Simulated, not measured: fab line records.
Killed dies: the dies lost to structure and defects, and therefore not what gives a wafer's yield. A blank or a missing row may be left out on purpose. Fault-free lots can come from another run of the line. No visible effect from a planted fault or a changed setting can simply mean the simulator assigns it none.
A lot that was struck, set against a sound lot | flow rit-cmos | 18 out of 202 route steps
Sound: wafers L368.2, L368.3, L368.6. The struck wafers were L371.2, L371.5, L371.6. The cause is given at the end.
Per side, at each step with rows, come the tool, then ch with its chambers, and then its first start. Under that, the readings that differ: sound wafers | struck wafers | difference of the means | sigmas: that difference in standard deviations of wafers without a fault.
alike: a reading whose means differ by less than 2 such deviations, as well as words and numbers matching on both sides. not compared: withheld readings; readings where some wafer has no value; bounds like >300 that might hide an equal value; numbers whose values overlap and for which the record gives no deviation.
The two part at a step that has a row with sigmas, a row that says differs or no value, or rows on one side only. Non-overlapping numbers with no deviation appear without sigmas and do not part them. A reading missing from all wafers of one side parts the sides only when that side holds two or more wafers.

first, 1 step without rows for these wafers: RIT_PLDD_IMPLANT_08.
RIT_PLDD_STRIP_09: strips in O2, time 180 s.
  sound on plasma-asher-02 ch 0,1, day 3 17:16; struck on plasma-asher-02 ch 0,1, day 4 06:52
  alike: drypump-motor-current-A
  not compared: rf-hours-counter-h
RIT_PLDD_TW_MEAS_10:
  sound: film-metro-03 at day 3 17:27; struck: film-metro-03 at day 4 07:03
  alike: PLDD_TW
then, 4 steps without rows for these wafers: RIT_SPACER_CLEAN_00 (cleans in SC1, time 600 s); RIT_SPACER_CLEAN_01 (cleans in dHF, time 30 s); RIT_SPACER_CLEAN_02 (cleans in SC2, time 600 s); RIT_SPACER_CVD_03 (deposits Si3N4 from SiH2Cl2/NH3, target thk 250 nm, time 3300 s).
RIT_SPACER_THK_MEAS_04:
  sound: film-metro-04 at day 3 19:47; struck: film-metro-01 at day 4 09:23
  alike: SPACER_NITRIDE_THK
RIT_SPACER_ETCHBACK_05: etches Si3N4 in SF6/CHF3, stops on SiO2, target depth 250 nm, time 230.9 s.
  sound on rie-diel-03 ch 1,2,3, day 3 19:50; struck on rie-diel-03 ch 1,2, day 4 09:26
  alike: drypump-motor-current-A, oes-product-au, rf-fwd-power-W, throttle-valve-pct
  not compared: rf-hours-counter-h
then, 3 steps without rows for these wafers: RIT_NSD_HMDS_00 (prime time 60 s); RIT_NSD_COAT_01 (resist thk 1000 nm); RIT_NSD_SOFTBAKE_02 (time 60 s).
RIT_NSD_EXPOSE_03: exposes mask M9, target cd 40700 nm.
  sound on iline-stepper-02 ch 0, day 3 20:35; struck on iline-stepper-01 ch 0, day 4 10:04
  reading                     | sound                | struck            | difference | sigmas
  model.NSD.overlay-x-nm (nm) | -2.501 -2.501 -2.501 | 9.673 9.673 9.673 | +12.174    |
  alike: mask, exposure-dose-mJ-cm2, focus-offset-nm
then, 2 steps without rows for these wafers: RIT_NSD_PEB_04; RIT_NSD_DEVELOP_05 (develop time 50 s).
RIT_NSD_OVL_MEAS_06:
  sound: overlay-01 at day 3 20:58; struck: overlay-01 at day 4 10:27
  reading      | sound          | struck      | difference | sigmas
  NSD_OVL (nm) | -6.3 -5.9 -4.9 | 7.5 7.2 8.6 | +13.5      | +7
then, 1 step without rows for these wafers: RIT_NSD_HARDBAKE_07 (time 60 s).
RIT_M1_PROBE_99:
  sound: prober-01 at day 4 07:01; struck: prober-01 at day 4 20:32
  alike: killed-at-front-end, killed-dies, killed-open, killed-short

## WHERE THEY PART
Only at RIT_NSD_OVL_MEAS_06, as far as this record shows. Later steps at which nothing parts them and some readings are alike: RIT_M1_PROBE_99.

WHY: the cause the simulator had injected
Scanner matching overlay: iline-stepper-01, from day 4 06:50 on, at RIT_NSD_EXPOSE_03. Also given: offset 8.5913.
